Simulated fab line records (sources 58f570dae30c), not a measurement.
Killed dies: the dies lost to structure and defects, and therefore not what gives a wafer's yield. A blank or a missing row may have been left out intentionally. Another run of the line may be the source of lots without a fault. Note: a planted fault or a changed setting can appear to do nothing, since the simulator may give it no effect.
The tool behind it: which one?    flow berkeley-cmos170    Sampling: 14 lots, 42 wafers, 5 of 331 route steps

WHAT THE GAUGES SHOWED, per wafer
UCB170_M1_CD_MEAS_09 targets a cd of 700 nm. Usual: cd-nm at 700.0 nm, with a standard deviation of 1.4.
lot   measured      on         cd-nm (nm)         flag
L993  day 7 17:43   cd-sem-02  699.6 700.0 700.7  
L994  day 8 21:07   cd-sem-01  701.1 701.2 700.3  
L995  day 8 21:23   cd-sem-02  702.2 700.2 701.0  
L996  day 8 23:01   cd-sem-02  698.2 697.5 698.7  
L997  day 9 18:59   cd-sem-01  700.2 699.4 698.4  
L998  day 9 20:25   cd-sem-01  701.5 703.2 701.7  
L102  day 10 17:30  cd-sem-01  698.6 701.2 700.1  
L107  day 11 15:57  cd-sem-02  700.5 699.2 701.5  
L108  day 11 15:44  cd-sem-01  701.6 701.5 702.0  
L109  day 11 16:51  cd-sem-01  696.8 699.2 697.7  
L111  day 12 19:46  cd-sem-01  700.9 700.9 700.2  
L115  day 12 20:02  cd-sem-01  699.6 700.7 700.3  
L114  day 12 20:44  cd-sem-01  700.5 699.9 699.1  
L112  day 12 21:01  cd-sem-01  699.8 701.0 701.9  

UCB170_M2_CD_MEAS_90 targets a cd of 700 nm. Usual: cd-nm at 700 nm, with a standard deviation of 3.4.
lot   measured      on         cd-nm (nm)               flag
L993  day 8 01:49   cd-sem-01  704 700 704              
L994  day 9 10:29   cd-sem-02  694 693 692              
L995  day 9 10:32   cd-sem-01  700 700 702              
L996  day 9 10:22   cd-sem-01  702 703 693              
L997  day 10 02:32  cd-sem-02  701 694 696              
L998  day 10 05:25  cd-sem-01  704 662 702 704 662 702  OFF
L102  day 11 03:39  cd-sem-01  668 665 702 667 665 702  OFF
L107  day 12 01:08  cd-sem-02  706 703 705              
L108  day 11 23:26  cd-sem-02  702 703 702              
L109  day 12 00:54  cd-sem-01  696 698 697              
L111  day 13 02:47  cd-sem-02  699 697 695              
L115  day 13 05:14  cd-sem-01  702 700 700              
L114  day 13 09:26  cd-sem-01  700 704 704              
L112  day 13 10:40  cd-sem-02  699 703 700              

EACH LOT AND THE TOOL THAT RAN IT (in order: tool; ch and the chambers of the sampled wafers; start)
lot   UCB170_CONTACT_RTA_08             UCB170_M2_METAL_ETCH_18            UCB170_M2_STRIP_19
L993  rtp-anneal-02 ch 0, day 7 14:55   rie-metal-04 ch 0,1, day 8 01:30   plasma-asher-01 ch 0,1, day 8 01:41
L994  rtp-anneal-01 ch 0, day 8 18:13   rie-metal-04 ch 0,1, day 9 10:11   plasma-asher-02 ch 0,1, day 9 10:23
L995  rtp-anneal-02 ch 0, day 8 18:23   rie-metal-03 ch 0, day 9 10:15     plasma-asher-01 ch 0,1, day 9 10:26
L996  rtp-anneal-01 ch 0, day 8 20:11   rie-metal-01 ch 0,1, day 9 10:05   plasma-asher-03 ch 0,1, day 9 10:16
L997  rtp-anneal-01 ch 0, day 9 13:53   rie-metal-01 ch 0,1, day 10 02:17  plasma-asher-01 ch 0,1, day 10 02:26
L998  rtp-anneal-01 ch 0, day 9 16:28   rie-metal-01 ch 0,1, day 10 05:07  plasma-asher-03 ch 0,1, day 10 05:18
L102  rtp-anneal-01 ch 0, day 10 14:26  rie-metal-01 ch 0,1, day 11 03:22  plasma-asher-01 ch 0,1, day 11 03:31
L107  rtp-anneal-02 ch 0, day 11 11:47  rie-metal-01 ch 1, day 12 00:39    plasma-asher-03 ch 0,1, day 12 01:02
L108  rtp-anneal-01 ch 0, day 11 11:48  rie-metal-03 ch 0,1, day 11 23:08  plasma-asher-01 ch 0,1, day 11 23:19
L109  rtp-anneal-01 ch 0, day 11 11:53  rie-metal-04 ch 0,1, day 12 00:35  plasma-asher-02 ch 0,1, day 12 00:47
L111  rtp-anneal-01 ch 0, day 12 15:49  rie-metal-03 ch 0, day 13 02:28    plasma-asher-03 ch 0, day 13 02:40
L115  rtp-anneal-02 ch 0, day 12 16:05  rie-metal-04 ch 1, day 13 04:49    plasma-asher-02 ch 0,1, day 13 05:07
L114  rtp-anneal-02 ch 0, day 12 16:22  rie-metal-03 ch 0,1, day 13 09:09  plasma-asher-01 ch 1, day 13 09:20
L112  rtp-anneal-01 ch 0, day 12 16:32  rie-metal-03 ch 0,1, day 13 10:22  plasma-asher-03 ch 0,1, day 13 10:34
- UCB170_CONTACT_RTA_08: time 10 s.
- UCB170_M2_METAL_ETCH_18: etches Al in Cl2/BCl3, stops on SiO2, target depth 1170 nm, time 195 s.
- UCB170_M2_STRIP_19: strips in O2.

AS READ BY THE TOOLS THEMSELVES (means over the sampled wafers that have a number; for cases with no such wafer, the mark the record gives instead)
UCB170_CONTACT_RTA_08. Usual: chamber-o2-ppm 2.005, standard deviation 0.023; lamp-power-pct 25.94 %, standard deviation 0.11; wafer_temp_C_max 904.4, standard deviation 1.7.
lot   tool           chamber-o2-ppm  lamp-power-pct (%)  wafer_temp_C_max  flag
L993  rtp-anneal-02  2.038           26.04               905.6             
L994  rtp-anneal-01  2.034           25.84               903.0             
L995  rtp-anneal-02  1.994           26.07               907.0             
L996  rtp-anneal-01  1.995           25.81               903.2             
L997  rtp-anneal-01  2.002           25.82               902.7             
L998  rtp-anneal-01  2.021           25.83               903.1             
L102  rtp-anneal-01  2.021           25.84               903.0             
L107  rtp-anneal-02  1.991           26.05               905.7             
L108  rtp-anneal-01  2.010           25.84               902.4             
L109  rtp-anneal-01  2.019           25.83               902.0             
L111  rtp-anneal-01  1.990           25.85               903.0             
L115  rtp-anneal-02  1.986           26.06               905.9             
L114  rtp-anneal-02  1.987           26.05               906.2             
L112  rtp-anneal-01  2.019           25.83               903.5             

UCB170_M2_METAL_ETCH_18. Usual: drypump-motor-current-A 5.5 A, standard deviation 0.61; oes-product-au 0.852 a.u., standard deviation 0.011; run-length-s 223.5 s, standard deviation 0.88; throttle-valve-pct 24.42 %, standard deviation 0.17.
lot   tool          drypump-motor-current-A (A)  oes-product-au (a.u.)  run-length-s (s)  throttle-valve-pct (%)  flag
L993  rie-metal-04  5.0                          0.855                  224.1             24.22                   
L994  rie-metal-04  5.0                          0.852                  224.0             24.38                   
L995  rie-metal-03  6.2                          0.838                  223.9             24.56                   
L996  rie-metal-01  6.1                          0.853                  222.6             24.44                   
L997  rie-metal-01  5.8                          0.857                  223.2             24.51                   
L998  rie-metal-01  6.1                          0.793                  262.5             24.46                   OFF
L102  rie-metal-01  5.8                          0.738                  302.6             24.57                   OFF
L107  rie-metal-01  6.5                          0.853                  222.7             24.37                   
L108  rie-metal-03  5.8                          0.849                  223.7             24.52                   
L109  rie-metal-04  5.0                          0.850                  226.8             24.38                   OFF
L111  rie-metal-03  6.2                          0.845                  223.6             24.56                   
L115  rie-metal-04  5.0                          0.851                  224.1             24.56                   
L114  rie-metal-03  5.5                          0.843                  223.5             24.48                   
L112  rie-metal-03  5.8                          0.833                  223.5             24.53                   

UCB170_M2_STRIP_19. Usual: drypump-motor-current-A 5.6 A, standard deviation 0.34; o2-flow-sccm 400.0 sccm, standard deviation 1.1; oes-product-au 0.534 a.u., standard deviation 0.018.
lot   tool             drypump-motor-current-A (A)  o2-flow-sccm (sccm)  oes-product-au (a.u.)  flag
L993  plasma-asher-01  5.6                          400.0                0.527                  
L994  plasma-asher-02  5.8                          401.1                0.515                  
L995  plasma-asher-01  5.6                          399.5                0.540                  
L996  plasma-asher-03  5.6                          399.5                0.537                  
L997  plasma-asher-01  5.6                          399.7                0.533                  
L998  plasma-asher-03  5.2                          399.6                0.468                  OFF
L102  plasma-asher-01  5.5                          399.3                0.387                  OFF
L107  plasma-asher-03  5.5                          400.2                0.525                  
L108  plasma-asher-01  5.5                          399.5                0.545                  
L109  plasma-asher-02  5.8                          401.1                0.524                  
L111  plasma-asher-03  5.9                          400.6                0.548                  
L115  plasma-asher-02  5.8                          399.7                0.510                  
L114  plasma-asher-01  5.7                          400.8                0.558                  
L112  plasma-asher-03  5.3                          400.0                0.561                  

THE ANSWER, worked out from the rows above alone
Rule: lot off if the mean of its wafers having a number is beyond 3 standard deviations from the usual mean. A lot without any number at a reading at which 4 lots or more have one is off too. All remaining lots with rows at the step are treated as sound. After the gauges, taken in route order, come the tools' own readings; for these a lot's mean is taken, as printed above. At the first step where some lot is off, the reading lying furthest off is the one used; lots without a number count as furthest.
Off: L998, L102 (UCB170_M2_CD_MEAS_90, cd-nm).
If a tool, at a process step before that reading, ran all the lots that are off and no sound lot after the first of them, it fits. The gauges at UCB170_M2_CD_MEAS_90 aren't tried: what is off there is off at UCB170_M2_METAL_ETCH_18 too, on other tools, and a gauge's error can't cause that. Not one of the candidates tried fits.

WHAT THE SIMULATOR PUT IN
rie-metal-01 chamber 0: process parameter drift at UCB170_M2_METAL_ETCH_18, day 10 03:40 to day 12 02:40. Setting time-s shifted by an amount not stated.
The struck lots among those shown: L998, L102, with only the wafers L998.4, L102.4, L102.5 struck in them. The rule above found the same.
